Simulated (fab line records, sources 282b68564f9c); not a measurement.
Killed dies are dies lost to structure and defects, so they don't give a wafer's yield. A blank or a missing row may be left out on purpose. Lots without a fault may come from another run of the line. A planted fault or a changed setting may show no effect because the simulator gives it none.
fab line records | flow rit_cmos
record lots=6 wafers=18 last_day=6
route steps=202 shown PLDD@118 SPACER@125 NSD@131 PSD@142 SDANNEAL@153 SILICIDE@161 M1@202
lots that met no fault: from a run of the same line without faults
start_h: hours from the record's first day to the start of the lot's first wafer shown | wait_h: hours since the lot's step before | " the same as in the row above | L1.1+2: a row that stands for several wafers | - no value, or no start given | * or withheld: withheld | < > ~ a bound
route shown NAME@n: a module of which the file shows steps, and the number in the route of the first | usual: mean/standard deviation of fault-free wafers | same: alike in all rows | chamber/n: place in a boat | sites: the reading at each site | _std_site: their standard deviation | _edge_site: outer sites' mean less inner sites' | radius_mm: how far each site lies from the wafer's centre | mask NAME#n: copy n | behind: the tool/chamber that last shaped the wafer | hold: why the lot was held/for how many hours/how that ended | device: the transistor (n, p or np) that didn't switch | end of line: the same wafers' tests at the end of the route | a step without rows: its recipe alone | killed: dies lost to structure and defects at the first sort, not the wafer's yield | map: a wafer's dies, x killed, . not, _ none there
set.NAME: the setting as run; set.NAME@STEP: as run at that earlier step | model.NAME: the simulator's own value behind a step, which no gauge read
lots at some steps of the route; a table a step, a row a wafer
services: from which hour (start_h, from the record's first day; less than 0 if before it) a tool's chamber was out of use, for how many hours, and why
## steps
# step RIT_PLDD_PEB_04
# recipe resist=NOVOLAK temp_c=withheld time_s=withheld
# step RIT_PLDD_DEVELOP_05
# recipe resist=NOVOLAK develop_time_s=50 dev_temp_c=23
# step RIT_PLDD_OVL_MEAS_06
# usual PLDD_OVL=1.0/1.4
# columns lot.wafer tool chamber start_h wait_h PLDD_OVL[nm]
L244.2 overlay-02 - 48.48 - 1.3
L244.4 " - " " 0.5
L244.6 " - " " 1.8
L246.2 overlay-02 - 58.39 - -1.3
L246.3 " - " " -0.4
L246.6 " - " " 0.1
L250.1 overlay-01 - 77.04 - 2.1
L250.2 " - " " 1.7
L250.5 " - " " -2.2
L254.2 overlay-02 - 98.39 - 0.9
L254.4 " - " " 1.2
L254.6 " - " " 0.7
L260.1 overlay-01 - 130.31 - 2.6
L260.4 " - " " -1.0
L260.5 " - " " -0.4
L261.1 overlay-02 - 133.16 - 1.9
L261.2 " - " " 4.1
L261.6 " - " " 2.7
# step RIT_PLDD_HARDBAKE_07
# recipe resist=NOVOLAK temp_c=140 time_s=60
# step RIT_PLDD_IMPLANT_08
# recipe species=BF2 energy_kev=20 dose_cm2=9e+14 tilt_deg=7
# step RIT_PLDD_STRIP_09
# recipe chemistry=O2 time_s=180 resist=NOVOLAK platen_temp_c=withheld power_w=500 pressure_mtorr=4000 o2_flow_sccm=4000
# usual drypump_motor_current_A=5.9/0.43
# columns lot.wafer tool chamber start_h wait_h drypump_motor_current_A rf_hours_counter_h
L244.2 plasma_asher-03 1 48.81 0.1 5.7 26
L244.4 " 0 " " 6.0 -
L244.6 " 0 " " 6.0 -
L246.2 plasma_asher-03 0 58.72 0.1 6.0 27
L246.3 " 0 " " 6.0 -
L246.6 " 0 " " 5.9 -
L250.1 plasma_asher-01 0 77.38 0.1 5.1 43
L250.2 " 1 " " 6.1 43
L250.5 " 1 " " 6.0 -
L254.2 plasma_asher-01 0 98.72 0.1 5.1 46
L254.4 " 1 " " 6.1 -
L254.6 " 0 " " 5.1 -
L260.1 plasma_asher-02 0 130.73 0.1 6.5 51
L260.4 " 1 " " 5.8 -
L260.5 " 1 " " 5.8 -
L261.1 plasma_asher-02 0 133.50 0.1 6.4 51
L261.2 " 1 " " 5.7 51
L261.6 " 0 " " 6.4 -
# step RIT_PLDD_TW_MEAS_10
# usual PLDD_TW=2375/18
# columns lot.wafer tool chamber start_h wait_h PLDD_TW
L244.2 film_metro-02 - 48.99 0.1 2360
L244.4 " - " " 2351
L244.6 " - " " 2363
L246.2 film_metro-02 - 58.91 0.1 2364
L246.3 " - " " 2362
L246.6 " - " " 2357
L250.1 film_metro-03 - 77.55 0.1 2399
L250.2 " - " " 2381
L250.5 " - " " 2386
L254.2 film_metro-04 - 98.91 0.1 2384
L254.4 " - " " 2378
L254.6 " - " " 2381
L260.1 film_metro-04 - 130.90 0.1 2382
L260.4 " - " " 2382
L260.5 " - " " 2387
L261.1 film_metro-02 - 133.67 0.1 2364
L261.2 " - " " 2365
L261.6 " - " " 2370
# step RIT_SPACER_CLEAN_00
# recipe chemistry=SC1 mix=3:3:50 time_s=600 temp_c=75
# step RIT_SPACER_CLEAN_01
# recipe chemistry=dHF dilution=50:1 time_s=30
# step RIT_SPACER_CLEAN_02
# recipe chemistry=SC2 mix=3:3:50 time_s=600 temp_c=75 dry=n2_spin
# step RIT_SPACER_CVD_03
# recipe material=Si3N4 target_thk_nm=250 temp_c=810 precursor=SiH2Cl2/NH3 time_s=3300 pressure_mtorr=300 sih2cl2_flow_sccm=60 nh3_flow_sccm=150
# step RIT_SPACER_THK_MEAS_04
# recipe reads=Si3N4_of_SPACER_CVD_03
# usual SPACER_NITRIDE_THK=250.5/2.2
# columns lot.wafer tool chamber start_h wait_h SPACER_NITRIDE_THK[nm]
L244.2 film_metro-01 - 51.34 0.0 252.2
L244.4 " - " " 250.4
L244.6 " - " " 254.2
L246.2 film_metro-01 - 61.25 0.0 251.6
L246.3 " - " " 249.6
L246.6 " - " " 248.5
L250.1 film_metro-03 - 79.90 0.0 252.5
L250.2 " - " " 252.2
L250.5 " - " " 252.3
L254.2 film_metro-03 - 101.33 0.0 249.6
L254.4 " - " " 250.0
L254.6 " - " " 251.5
L260.1 film_metro-03 - 134.21 0.0 253.6
L260.4 " - " " 252.6
L260.5 " - " " 251.8
L261.1 film_metro-04 - 137.08 0.0 248.1
L261.2 " - " " 249.8
L261.6 " - " " 247.3
# step RIT_SPACER_ETCHBACK_05
# recipe target_depth_a=2500 SF6_flow_sccm=30 CHF3_flow_sccm=30 target=Si3N4 chemistry=SF6/CHF3 pressure_mtorr=40 rf_w=250 time_s=240 stop_on=SiO2
# usual drypump_motor_current_A=5.7/0.42 oes_product_au=0.842/0.01 rf_fwd_power_W=249.2/0.88 throttle_valve_pct=10.22/0.13
# columns lot.wafer tool chamber start_h wait_h drypump_motor_current_A oes_product_au rf_fwd_power_W rf_hours_counter_h throttle_valve_pct model.poly-Si_of_GATE_CVD_08.thk_nm model.Si3N4_of_SPACER_CVD_03.thk_nm
L244.2 rie_diel-01 2 51.39 0.0 5.7 0.847 250.6 158 10.03 170.3 198.2
L244.4 " 0 " " 6.6 0.835 250.4 71 10.36 170.2 196.6
L244.6 " 0 " " 6.6 0.842 248.9 - 10.35 170.2 199.2
L246.2 rie_diel-01 2 61.30 0.0 5.7 0.839 248.7 159 10.01 168.1 196.7
L246.3 " 0 " " 6.6 0.834 248.9 71 10.34 167.5 195.6
L246.6 " 0 " " 6.6 0.823 249.1 - 10.36 167.6 194.5
L250.1 rie_diel-01 2 79.96 0.1 5.7 0.846 250.1 159 10.03 173.7 204
L250.2 " 1 " " 5.2 0.861 248.6 5 10.23 165.4 197.6
L250.5 " 3 " " 5.2 0.842 248.1 - 10.12 166.8 197.7
L254.2 rie_diel-01 2 101.38 0.0 5.7 0.841 249.5 159 10.02 174.4 201.5
L254.4 " 1 " " 5.2 0.856 250.3 5 10.22 166.3 196.2
L254.6 " 1 " " 5.1 0.855 249.7 - 10.22 168.6 197.1
L260.1 rie_diel-03 0 134.27 0.1 5.9 0.868 250.3 109 10.27 164.4 199.7
L260.4 " 1 " " 5.3 0.855 250.5 3 10.59 164.7 197.5
L260.5 " 0 " " 5.8 0.867 249.3 - 10.28 168.8 198.7
L261.1 rie_diel-02 0 137.14 0.1 5.7 0.832 250.5 124 10.18 175.3 197.2
L261.2 " 1 " " 5.9 0.837 249.9 11 10.39 170 195.9
L261.6 " 3 " " 5.4 0.834 248.9 - 10.05 172.2 194.3
# step RIT_NSD_HMDS_00
# recipe prime_time_s=60 prime_temp_c=140
# step RIT_NSD_COAT_01
# recipe resist=NOVOLAK spin_rpm=3250 resist_thk_nm=1000
# step RIT_NSD_SOFTBAKE_02
# recipe resist=NOVOLAK temp_c=90 time_s=60
# step RIT_NSD_EXPOSE_03
# recipe mask_id=M9 na=0.57 target_cd_nm=40700 dose_mj=250
# step RIT_NSD_PEB_04
# recipe resist=NOVOLAK temp_c=withheld time_s=withheld
# step RIT_NSD_DEVELOP_05
# recipe resist=NOVOLAK develop_time_s=50 dev_temp_c=23
# step RIT_NSD_OVL_MEAS_06
# usual NSD_OVL=0.3/1.5
# columns lot.wafer tool chamber start_h wait_h NSD_OVL[nm]
L244.2 overlay-02 - 52.68 - -1.1
L244.4 " - " " 0.0
L244.6 " - " " -0.1
L246.2 overlay-02 - 62.43 - -3.4
L246.3 " - " " -1.8
L246.6 " - " " -3.6
L250.1 overlay-01 - 81.08 - 1.8
L250.2 " - " " 1.3
L250.5 " - " " 0.1
L254.2 overlay-02 - 102.61 - 1.3
L254.4 " - " " 0.0
L254.6 " - " " -1.6
L260.1 overlay-01 - 135.27 - 1.4
L260.4 " - " " 3.3
L260.5 " - " " 0.9
L261.1 overlay-01 - 138.27 - 3.1
L261.2 " - " " 3.7
L261.6 " - " " 2.4
# step RIT_NSD_HARDBAKE_07
# recipe resist=NOVOLAK temp_c=140 time_s=60
# step RIT_NSD_IMPLANT_08
# recipe species=P energy_kev=25 dose_cm2=1e+15 tilt_deg=7
# step RIT_NSD_STRIP_09
# recipe chemistry=O2 time_s=180 resist=NOVOLAK platen_temp_c=withheld power_w=500 pressure_mtorr=4000 o2_flow_sccm=4000
# usual drypump_motor_current_A=5.4/0.47
# columns lot.wafer tool chamber start_h wait_h drypump_motor_current_A rf_hours_counter_h
L244.2 plasma_asher-03 0 53.01 0.1 5.9 26
L244.4 " 1 " " 5.7 -
L244.6 " 1 " " 5.7 -
L246.2 plasma_asher-04 1 62.76 0.1 5.2 42
L246.3 " 1 " " 5.2 -
L246.6 " 1 " " 5.2 -
L250.1 plasma_asher-04 1 81.42 0.1 5.2 44
L250.2 " 0 " " 4.8 44
L250.5 " 1 " " 5.2 -
L254.2 plasma_asher-04 1 102.94 0.1 5.2 47
L254.4 " 1 " " 5.2 -
L254.6 " 1 " " 5.2 -
L260.1 plasma_asher-03 0 135.60 0.1 6.0 33
L260.4 " 1 " " 5.7 -
L260.5 " 0 " " 6.0 -
L261.1 plasma_asher-01 0 138.60 0.1 5.1 50
L261.2 " 1 " " 6.1 50
L261.6 " 0 " " 5.1 -
# step RIT_NSD_TW_MEAS_10
# usual NSD_TW=3173/28
# columns lot.wafer tool chamber start_h wait_h NSD_TW
L244.2 film_metro-03 - 53.20 0.1 3206
L244.4 " - " " 3186
L244.6 " - " " 3201
L246.2 film_metro-04 - 62.95 0.1 3168
L246.3 " - " " 3134
L246.6 " - " " 3145
L250.1 film_metro-03 - 81.59 0.1 3186
L250.2 " - " " 3171
L250.5 " - " " 3185
L254.2 film_metro-02 - 103.13 0.1 3136
L254.4 " - " " 3121
L254.6 " - " " 3125
L260.1 film_metro-04 - 135.78 0.1 3167
L260.4 " - " " 3179
L260.5 " - " " 3171
L261.1 film_metro-03 - 138.78 0.1 3213
L261.2 " - " " 3213
L261.6 " - " " 3227
# step RIT_PSD_HMDS_00
# recipe prime_time_s=60 prime_temp_c=140
# step RIT_PSD_COAT_01
# recipe resist=NOVOLAK spin_rpm=3250 resist_thk_nm=1000
# step RIT_PSD_SOFTBAKE_02
# recipe resist=NOVOLAK temp_c=90 time_s=60
# step RIT_PSD_EXPOSE_03
# recipe mask_id=M10 na=0.57 target_cd_nm=40900 dose_mj=250
# step RIT_PSD_PEB_04
# recipe resist=NOVOLAK temp_c=withheld time_s=withheld
# step RIT_PSD_DEVELOP_05
# recipe resist=NOVOLAK develop_time_s=50 dev_temp_c=23
# step RIT_PSD_OVL_MEAS_06
# usual PSD_OVL=-0.9/1.3
# columns lot.wafer tool chamber start_h wait_h PSD_OVL[nm]
L244.2 overlay-01 - 54.23 - -0.1
L244.4 " - " " 2.0
L244.6 " - " " -1.0
L246.2 overlay-02 - 64.05 - -2.5
L246.3 " - " " -0.2
L246.6 " - " " -1.7
L250.1 overlay-02 - 82.53 - -0.3
L250.2 " - " " -0.3
L250.5 " - " " 0.1
L254.2 overlay-02 - 104.27 - -1.3
L254.4 " - " " -0.5
L254.6 " - " " -1.1
L260.1 overlay-01 - 136.74 - -0.5
L260.4 " - " " -1.7
L260.5 " - " " -3.6
L261.1 overlay-02 - 139.85 - -1.9
L261.2 " - " " -2.2
L261.6 " - " " -2.2
# step RIT_PSD_HARDBAKE_07
# recipe resist=NOVOLAK temp_c=140 time_s=60
# step RIT_PSD_IMPLANT_08
# recipe species=BF2 energy_kev=27 dose_cm2=5e+15 tilt_deg=7
# step RIT_PSD_STRIP_09
# recipe chemistry=O2 time_s=180 resist=NOVOLAK platen_temp_c=withheld power_w=500 pressure_mtorr=4000 o2_flow_sccm=4000
# usual drypump_motor_current_A=5.5/0.56
# columns lot.wafer tool chamber start_h wait_h drypump_motor_current_A rf_hours_counter_h
L244.2 plasma_asher-01 0 54.56 0.1 5.1 41
L244.4 " 1 " " 6.0 -
L244.6 " 0 " " 5.1 -
L246.2 plasma_asher-04 1 64.38 0.1 5.2 42
L246.3 " 1 " " 5.2 -
L246.6 " 1 " " 5.2 -
L250.1 plasma_asher-01 1 82.86 0.1 6.1 44
L250.2 " 0 " " 5.1 44
L250.5 " 1 " " 6.1 -
L254.2 plasma_asher-01 1 104.69 0.1 6.0 46
L254.4 " 1 " " 6.1 -
L254.6 " 0 " " 5.1 -
L260.1 plasma_asher-01 1 137.08 0.1 6.1 50
L260.4 " 0 " " 5.1 -
L260.5 " 1 " " 6.1 -
L261.1 plasma_asher-02 0 140.18 0.1 6.5 52
L261.2 " 1 " " 5.7 52
L261.6 " 0 " " 6.5 -
# step RIT_PSD_TW_MEAS_10
# usual PSD_TW=3486/35
# columns lot.wafer tool chamber start_h wait_h PSD_TW
L244.2 film_metro-04 - 54.74 0.1 3451
L244.4 " - " " 3465
L244.6 " - " " 3456
L246.2 film_metro-03 - 64.56 0.1 3527
L246.3 " - " " 3532
L246.6 " - " " 3544
L250.1 film_metro-04 - 83.04 0.1 3513
L250.2 " - " " 3494
L250.5 " - " " 3494
L254.2 film_metro-04 - 104.88 0.1 3466
L254.4 " - " " 3458
L254.6 " - " " 3486
L260.1 film_metro-03 - 137.25 0.1 3534
L260.4 " - " " 3545
L260.5 " - " " 3547
L261.1 film_metro-04 - 140.36 0.1 3484
L261.2 " - " " 3485
L261.6 " - " " 3519
# step RIT_SDANNEAL_CLEAN_00
# recipe chemistry=SC1 mix=3:3:50 time_s=600 temp_c=75
# step RIT_SDANNEAL_CLEAN_01
# recipe chemistry=dHF dilution=50:1 time_s=30
# step RIT_SDANNEAL_CLEAN_02
# recipe chemistry=SC2 mix=3:3:50 time_s=600 temp_c=75 dry=n2_spin
# columns lot.wafer tool chamber start_h wait_h model.poly-Si_of_GATE_CVD_08.thk_nm
L244.2 wet_bench-02 1 54.99 0.0 166
L244.4+6 " 1 " " 165.9
L246.2 wet_bench-01 1 64.98 0.0 163.8
L246.3 " 1 " " 163.1
L246.6 " 1 " " 163.2
L250.1 wet_bench-02 0 83.31 0.0 169.3
L250.2 " 0 " " 161
L250.5 " 0 " " 162.4
L254.2 wet_bench-04 3 105.14 0.0 170
L254.4 " 3 " " 161.9
L254.6 " 3 " " 164.2
L260.1 wet_bench-04 0 137.50 0.0 160.1
L260.4 " 0 " " 160.4
L260.5 " 0 " " 164.4
L261.1 wet_bench-02 3 140.61 0.0 171
L261.2 " 3 " " 165.7
L261.6 " 3 " " 167.9
# step RIT_SDANNEAL_RTA_03
# recipe temp_c=1050 time_s=5 idle_temp_c=600 ramp_up_c_per_s=342 ramp_down_c_per_s=171 cool_to_c=600 ambient=N2
# usual anneal_temp_c_max=1054.9/1.1 chamber_o2_ppm=1.999/0.021 wafer_temp_C_max=1053.6/1.2
# columns lot.wafer tool chamber start_h wait_h anneal_temp_c_max chamber_o2_ppm wafer_temp_C_max
L244.2 rtp_anneal-01 0 55.17 0.0 1054.0 2.013 1055.4
L244.4 " 0 " " 1053.6 2.003 1052.4
L244.6 " 0 " " 1053.8 2.012 1054.7
L246.2 rtp_anneal-01 0 65.17 0.0 1052.9 2.017 1051.6
L246.3 " 0 " " 1054.0 1.979 1052.3
L246.6 " 0 " " 1054.4 2.024 1053.0
L250.1 rtp_anneal-01 0 83.48 0.0 1055.4 2.010 1055.1
L250.2 " 0 " " 1053.9 2.005 1054.2
L250.5 " 0 " " 1054.0 1.996 1053.1
L254.2 rtp_anneal-01 0 105.34 0.0 1055.1 1.999 1054.1
L254.4 " 0 " " 1054.7 2.023 1054.1
L254.6 " 0 " " 1053.4 2.015 1055.5
L260.1 rtp_anneal-01 0 137.68 0.0 1053.5 2.019 1054.0
L260.4 " 0 " " 1056.0 2.010 1054.3
L260.5 " 0 " " 1053.7 1.993 1053.7
L261.1 rtp_anneal-02 0 140.79 0.0 1055.9 1.981 1055.7
L261.2 " 0 " " 1055.9 2.006 1053.5
L261.6 " 0 " " 1056.9 1.989 1052.5
# step RIT_SDANNEAL_RS_MEAS_04
# recipe thk_meas_gauge=four-point-probe
# usual PSD_RS=115.83/0.3
# columns lot.wafer tool chamber start_h wait_h PSD_RS[ohm/sq]
L244.2 film_metro-04 - 55.24 0.1 116.32
L244.4 " - " " 116.23
L244.6 " - " " 116.28
L246.2 film_metro-04 - 65.23 0.1 116.02
L246.3 " - " " 115.88
L246.6 " - " " 115.88
L250.1 film_metro-04 - 83.54 0.0 116.38
L250.2 " - " " 116.52
L250.5 " - " " 116.05
L254.2 film_metro-04 - 105.41 0.1 115.77
L254.4 " - " " 115.71
L254.6 " - " " 115.67
L260.1 film_metro-04 - 137.74 0.0 115.66
L260.4 " - " " 115.68
L260.5 " - " " 115.58
L261.1 film_metro-03 - 140.84 0.0 116.12
L261.2 " - " " 115.85
L261.6 " - " " 115.99
# step RIT_SDANNEAL_RS_MEAS_05
# recipe thk_meas_gauge=four-point-probe
# usual NSD_RS=84.43/0.28
# columns lot.wafer tool chamber start_h wait_h NSD_RS[ohm/sq]
L244.2 film_metro-04 - 55.36 0.1 84.81
L244.4 " - " " 85.23
L244.6 " - " " 84.80
L246.2 film_metro-04 - 65.35 0.1 84.37
L246.3 " - " " 84.33
L246.6 " - " " 84.43
L250.1 film_metro-04 - 83.66 0.1 84.24
L250.2 " - " " 84.32
L250.5 " - " " 84.10
L254.2 film_metro-04 - 105.53 0.1 84.49
L254.4 " - " " 84.78
L254.6 " - " " 84.56
L260.1 film_metro-04 - 137.86 0.1 84.72
L260.4 " - " " 84.78
L260.5 " - " " 84.73
L261.1 film_metro-03 - 140.96 0.1 84.44
L261.2 " - " " 84.46
L261.6 " - " " 84.52
# step RIT_SDANNEAL_RS_MEAS_06
# recipe thk_meas_gauge=four-point-probe
# usual PLDD_RS=178.4/0.43
# columns lot.wafer tool chamber start_h wait_h PLDD_RS[ohm/sq]
L244.2 film_metro-04 - 55.48 0.1 179.0
L244.4 " - " " 179.0
L244.6 " - " " 179.0
L246.2 film_metro-04 - 65.47 0.1 177.9
L246.3 " - " " 178.6
L246.6 " - " " 178.3
L250.1 film_metro-04 - 83.78 0.1 179.3
L250.2 " - " " 179.3
L250.5 " - " " 179.0
L254.2 film_metro-04 - 105.65 0.1 177.8
L254.4 " - " " 178.1
L254.6 " - " " 178.3
L260.1 film_metro-04 - 137.98 0.1 179.0
L260.4 " - " " 178.9
L260.5 " - " " 178.3
L261.1 film_metro-03 - 141.08 0.1 178.5
L261.2 " - " " 178.9
L261.6 " - " " 178.5
# step RIT_SILICIDE_WET_ETCH_00
# recipe chemistry=BOE target=SiO2 target_depth_nm=14 time_s=15 dry=n2_spin dilution=10:1 temp_c=21.5
# columns lot.wafer tool chamber start_h wait_h model.Si3N4_of_SPACER_CVD_03.thk_nm
L244.2 wet_bench-01 3 55.70 0.1 197
L244.4 " 3 " " 195.4
L244.6 " 3 " " 198.1
L246.2 wet_bench-01 0 65.69 0.1 195.5
L246.3 " 0 " " 194.4
L246.6 " 0 " " 193.4
L250.1 wet_bench-01 2 84.02 0.1 202.9
L250.2 " 2 " " 196.5
L250.5 " 2 " " 196.6
L254.2 wet_bench-01 1 105.87 0.1 200.3
L254.4 " 1 " " 195.1
L254.6 " 1 " " 195.9
L260.1 wet_bench-01 2 138.22 0.1 198.5
L260.4 " 2 " " 196.3
L260.5 " 2 " " 197.5
L261.1 wet_bench-01 0 141.32 0.1 196.1
L261.2 " 0 " " 194.7
L261.6 " 0 " " 193.1
# step RIT_M1_PROBE_99
# usual killed_at_contacts=0.1/0.24 killed_at_front_end=6.8/2.8 killed_dies=6.9/2.8 killed_open=3.3/1.9 killed_short=3.5/1.8
# same gross_dies=264 killed_at_M0_to_M3=0 killed_at_M4_up=0 killed_at_back_side=0 killed_at_other=0
# columns lot.wafer tool chamber start_h wait_h killed_at_contacts killed_at_front_end killed_dies killed_open killed_short model.etest.nmos_0p15.r_on_ohm_um model.etest.pplus_sal.width_nm model.etest.nplus_sal.width_nm model.etest.nwell_pinched.rs_ohm_sq model.etest.pwell_pinched.rs_ohm_sq model.etest.contact_nplus.end_ohm_um model.etest.field_p_metal.vt_v model.etest.diode_nplus_comb.leak_log10_a_cm2
L244.2 prober-02 - 63.09 0.1 0 6 6 3 3 1112 3442 3442 334.3 453.1 41.08 -29.46 -5.044
L244.4 prober-02 - 63.19 0.2 0 5 5 3 2 1126 3472 3447 338.3 451 42.3 -29.75 -4.9
L244.6 prober-02 - 63.29 0.2 0 4 4 2 2 1127 3424 3452 334 456.9 42.43 -29.7 -5.08
L246.2 prober-02 - 72.70 0.1 0 8 8 5 3 1146 3450 3460 340.7 460.1 40.81 -29.5 -5.024
L246.3 prober-02 - 72.75 0.2 0 5 5 2 3 1136 3446 3455 341.2 467.6 41.88 -29.46 -5.147
L246.6 prober-02 - 72.90 0.2 0 7 7 4 3 1147 3434 3450 341.1 475.5 40.41 -29.34 -5.164
L250.1 prober-02 - 90.94 0.1 0 10 10 3 7 1064 3351 3340 318.4 437.6 37.87 -30.2 -5.341
L250.2 prober-02 - 90.99 0.1 0 9 9 3 5 1162 3452 3447 339 466 41.01 -29.12 -5.27
L250.5 prober-02 - 91.14 0.2 0 11 11 3 8 1157 3437 3432 337.9 460.4 40.97 -29.05 -5.189
L254.2 prober-02 - 113.54 0.1 0 5 5 2 3 1052 3367 3362 318.5 440.2 38.41 -29.62 -5.364
L254.4 prober-02 - 113.64 0.2 0 5 5 2 3 1131 3438 3446 340.6 457.1 41.89 -29.01 -5.038
L254.6 prober-02 - 113.74 0.2 0 5 5 3 2 1140 3426 3432 337.8 456.3 41.92 -28.8 -4.858
L260.1 prober-02 - 145.29 0.1 0 10 10 5 5 1071 3448 3429 338.3 459.1 41.11 -29.14 -5.123
L260.4 prober-02 - 145.44 0.2 0 10 10 4 6 1137 3469 3458 341 464.2 42.83 -29.36 -5.116
L260.5 prober-02 - 145.49 0.2 0 7 7 4 3 1078 3439 3435 337.5 455.9 41.94 -29.53 -5.104
L261.1 prober-02 - 148.39 0.1 0 8 8 4 4 1061 3409 3446 332.3 455.1 39.27 -30.14 -5.355
L261.2 prober-02 - 148.44 0.1 0 5 5 1 4 1119 3471 3478 343.6 458.6 42.02 -29.62 -5.296
L261.6 prober-02 - 148.64 0.2 1 6 7 3 2 1122 3481 3491 342 464.5 40.21 -29.61 -5.211
# killed by level:class
L244.2 GATE:geometric_particle:open=2 GATE:geometric_particle:short=1 REOX:geometric_particle:short=1 REOX:geometric_particle:open=1 SPACER:geometric_particle:short=1
L244.4 GATE:geometric_particle:open=3 REOX:geometric_particle:short=1 SPACER:geometric_particle:short=1
L244.6 FOX1:geometric_particle:open=1 GATE:geometric_particle:short=1 GATE:geometric_particle:open=1 REOX:geometric_particle:short=1
L246.2 GATE:geometric_particle:open=4 GATE:geometric_particle:short=2 FOX1:geometric_particle:short=1 SILICIDE:geometric_particle:open=1
L246.3 GATE:geometric_particle:short=3 FOX1:geometric_particle:open=1 GATE:geometric_particle:open=1
L246.6 GATE:geometric_particle:open=4 GATE:geometric_particle:short=1 REOX:geometric_particle:short=1 SILICIDE:geometric_particle:short=1
L250.1 GATE:geometric_particle:short=3 GATE:geometric_particle:open=2 REOX:geometric_particle:short=2 SILICIDE:geometric_particle:short=2 REOX:geometric_particle:open=1
L250.2 GATE:geometric_particle:short=3 REOX:geometric_particle:short=2 REOX:geometric_particle:open=2 SILICIDE:geometric_particle:open=1 NRETRO:coat_microbubble_printed=1
L250.5 GATE:geometric_particle:short=3 REOX:geometric_particle:short=3 REOX:geometric_particle:open=2 FOX2:geometric_particle:open=1 SPACER:geometric_particle:short=1 SILICIDE:geometric_particle:short=1
L254.2 GATE:geometric_particle:short=2 GATE:geometric_particle:open=1 REOX:geometric_particle:open=1 SILICIDE:geometric_particle:short=1
L254.4 GATE:geometric_particle:short=3 GATE:geometric_particle:open=2
L254.6 GATE:geometric_particle:open=2 GATE:geometric_particle:short=2 SILICIDE:geometric_particle:open=1
L260.1 GATE:geometric_particle:short=2 GATE:geometric_particle:open=2 SPACER:geometric_particle:open=2 FOX1:geometric_particle:short=1 FOX2:geometric_particle:short=1 REOX:geometric_particle:open=1 SPACER:geometric_particle:short=1
L260.4 FOX2:geometric_particle:short=2 GATE:geometric_particle:open=2 SPACER:geometric_particle:short=2 GATE:geometric_particle:short=1 REOX:geometric_particle:short=1 SPACER:geometric_particle:open=1 SILICIDE:geometric_particle:open=1
L260.5 GATE:geometric_particle:open=2 SPACER:geometric_particle:short=2 FOX1:geometric_particle:short=1 FOX2:geometric_particle:open=1 REOX:geometric_particle:open=1
L261.1 FOX1:geometric_particle:short=2 FOX2:geometric_particle:open=2 GATE:geometric_particle:open=2 GATE:geometric_particle:short=2
L261.2 GATE:geometric_particle:short=2 GATE:geometric_particle:open=1 REOX:geometric_particle:short=1 SILICIDE:geometric_particle:short=1
L261.6 PSD:coat_microbubble_printed=2 FOX2:geometric_particle:open=1 REOX:geometric_particle:open=1 SPACER:geometric_particle:short=1 SILICIDE:geometric_particle:open=1 CONTACT:geometric_particle:short=1
## services
# columns tool chamber start_h hours kind
rie_diel-03 - 44.73 13.3 repair
plasma_asher-03 - 74.96 24.9 pm
rie_diel-03 - 77.54 0.8 repair
plasma_asher-01 - 85.33 2.8 pm
rie_diel-03 - 87.80 2.8 pm
wet_bench-04 - 89.14 0.6 repair
rie_diel-02 1 102.31 16.7 repair
rie_diel-02 0 102.37 5.3 repair
rie_diel-01 2 105.66 - clean
rie_diel-01 2 105.66 15.9 scheduled_down
rie_diel-01 2 105.66 15.9 vent_cycle
plasma_asher-04 - 108.75 9.0 pm
plasma_asher-04 0 108.75 9.0 vent_cycle
plasma_asher-04 1 108.75 9.0 vent_cycle
plasma_asher-04 0 117.75 - clean
plasma_asher-04 1 117.75 - clean
rie_diel-03 - 139.52 15.6 pm
## key
first_sign none at tools or gauges
model_effect step=RIT_SPACER_ETCHBACK_05 value=poly-Si_of_GATE_CVD_08.thk_nm without=167.3 struck=174.1
model_effect step=RIT_SDANNEAL_CLEAN_02 value=poly-Si_of_GATE_CVD_08.thk_nm without=162.9 struck=169.7
model_effect step=RIT_SILICIDE_WET_ETCH_00 value=Si3N4_of_SPACER_CVD_03.thk_nm without=196 struck=201.6
model_effect step=RIT_M1_PROBE_99 value=etest.nmos_0p15.r_on_ohm_um without=1149 struck=1058
met_at RIT_SPACER_ETCHBACK_05
struck_wafers L250.1,L254.2
tester_left_out L250,L254
onset_between 61.30 79.96
fault kind=process_parameter_drift tool=rie_diel-01 chamber=2 onset_h=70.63 steps=RIT_SPACER_ETCHBACK_05 channel=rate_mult offset=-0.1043 shape=step end_h=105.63
# tester_left_out: of these lots the tester's yield and bins aren't shown, on N5 and GAA mostly nor the transistor test; their killed dies are dies lost to structure and defects alone, not to doping, threshold or leakage, so they don't give the yield
